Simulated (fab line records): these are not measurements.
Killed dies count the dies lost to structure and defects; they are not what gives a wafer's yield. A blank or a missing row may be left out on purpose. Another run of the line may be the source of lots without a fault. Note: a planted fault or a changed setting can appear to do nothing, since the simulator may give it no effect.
Split-lot experiment    flow ritCmos    5 lots, 23 wafers read, on a route of 202 steps

## ON THE SPLIT
At RIT_CONTACT_DEVELOP_07 (develop time 120 s), the setting developTimeS was moved away from the recipe's 120 s on 8 of the 23 wafers read, by +5.2% to +14.9%. The other wafers ran this setting at the recipe's value.

## FROM THE SPLIT TO THE READING: what the file shows between them, 4 steps
- RIT_CONTACT_CD_MEAS_08: target cd 1000 nm
- RIT_CONTACT_HARDBAKE_10: time 60 s
- RIT_CONTACT_ETCH_11: etches SiO2 in CHF3/CF4/Ar, stops on TiSi2, target depth 480 nm, time 320 s
- RIT_CONTACT_STRIP_12: strips in O2, time 180 s

## THE READING
cdNm at RIT_CONTACT_CD_MEAS_90, given in nm (cd target 1000 nm). On this fab line, fault-free wafers typically give 1001.0 nm with a standard deviation of 2.2 nm.

wafer   tool, chamber at the split  developTimeS as run, s  against the recipe  cdNm, nm  against lot-mates on the recipe
L075.1  lithoTrack-02, 0            120                     recipe              1003.6    -
L075.2  lithoTrack-02, 0            120                     recipe              1002.8    -
L075.3  lithoTrack-02, 0            120                     recipe              1003.9    -
L075.5  lithoTrack-02, 0            120                     recipe              1001.9    -
L075.6  lithoTrack-02, 0            120                     recipe              1004.9    -
L076.1  lithoTrack-01, 0            120                     recipe              1000.7    -
L076.2  lithoTrack-01, 0            120                     recipe              1000.8    -
L076.4  lithoTrack-01, 0            120                     recipe              999.9     -
L076.5  lithoTrack-01, 0            137.9                   +14.9%              1012.8    +12.3
L076.6  lithoTrack-01, 0            137.9                   +14.9%              1013.1    +12.6
L081.1  lithoTrack-01, 0            126.2                   +5.2%               1002.5    +3.1
L081.2  lithoTrack-01, 0            126.2                   +5.2%               1005.2    +5.8
L081.3  lithoTrack-01, 0            120                     recipe              1000.2    -
L081.4  lithoTrack-01, 0            126.2                   +5.2%               1003.3    +3.9
L081.6  lithoTrack-01, 0            120                     recipe              998.6     -
L082.2  lithoTrack-02, 0            120                     recipe              1002.2    -
L082.4  lithoTrack-02, 0            120                     recipe              1001.6    -
L082.5  lithoTrack-02, 0            120                     recipe              999.9     -
L085.2  lithoTrack-02, 0            120                     recipe              1002.2    -
L085.3  lithoTrack-02, 0            134.9                   +12.4%              1012.8    +9.2
L085.4  lithoTrack-02, 0            134.9                   +12.4%              1013.4    +9.8
L085.5  lithoTrack-02, 0            120                     recipe              1005.0    -
L085.6  lithoTrack-02, 0            134.9                   +12.4%              1014.6    +11.0

FIT RESULTS
A straight line over all 23 wafers: cdNm changes by +0.824 nm for each +1% of developTimeS; r = +0.92; the points scatter about the line by 2 nm.
The same after taking each lot's own level away (the mean of its wafers on the recipe; 23 wafers): +0.821 nm for each +1%; r = +0.98; scatter 0.96 nm.
On that fit, the largest move of developTimeS shifts the reading by 12 nm.
From 999.40 to 1003.60 nm: that is the span of the lots' own levels, equal to 1.9 times the standard deviation above.
The two slopes agree, so the slope changes little with the lot-to-lot level.
Check: +12.2 nm against its lot-mates is what the line predicts for one of the wafers moved furthest among these (+14.9%) when that wafer is left out of the fit. Against them it came out at +12.3 nm.

## THESE WAFERS: OTHER SPLITS
Before the reading, these wafers also passed through other splits. Each is held against what the fit with the lots' levels taken away leaves over:
other split on the same wafers  wafers away from the commonest value  r with cdNm (lot level and that fit taken away)
RIT_PSD_IMPLANT_08 energyKev    5                                     +0.23

## THE WHOLE CHAIN: every reading that the file lists as answering this split, in the file's order
step                    what it does                                                                 reading                                                        change (the file's fit)                r (the file's)
RIT_CONTACT_CD_MEAS_08  target cd 1000 nm                                                            cdNm                                                           +0.846 nm for each +1% of the setting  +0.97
RIT_CONTACT_ETCH_11     etches SiO2 in CHF3/CF4/Ar, stops on TiSi2, target depth 480 nm, time 320 s  CONTACT.cdNm (the simulator's own value, which no gauge read)  +0.835 nm for each +1% of the setting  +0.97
RIT_CONTACT_CD_MEAS_90  target cd 1000 nm                                                            cdNm                                                           +0.826 nm for each +1% of the setting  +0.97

## FILE'S OWN FIT
cdNm changes by +0.826 nm for each +1% of developTimeS, r = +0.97.
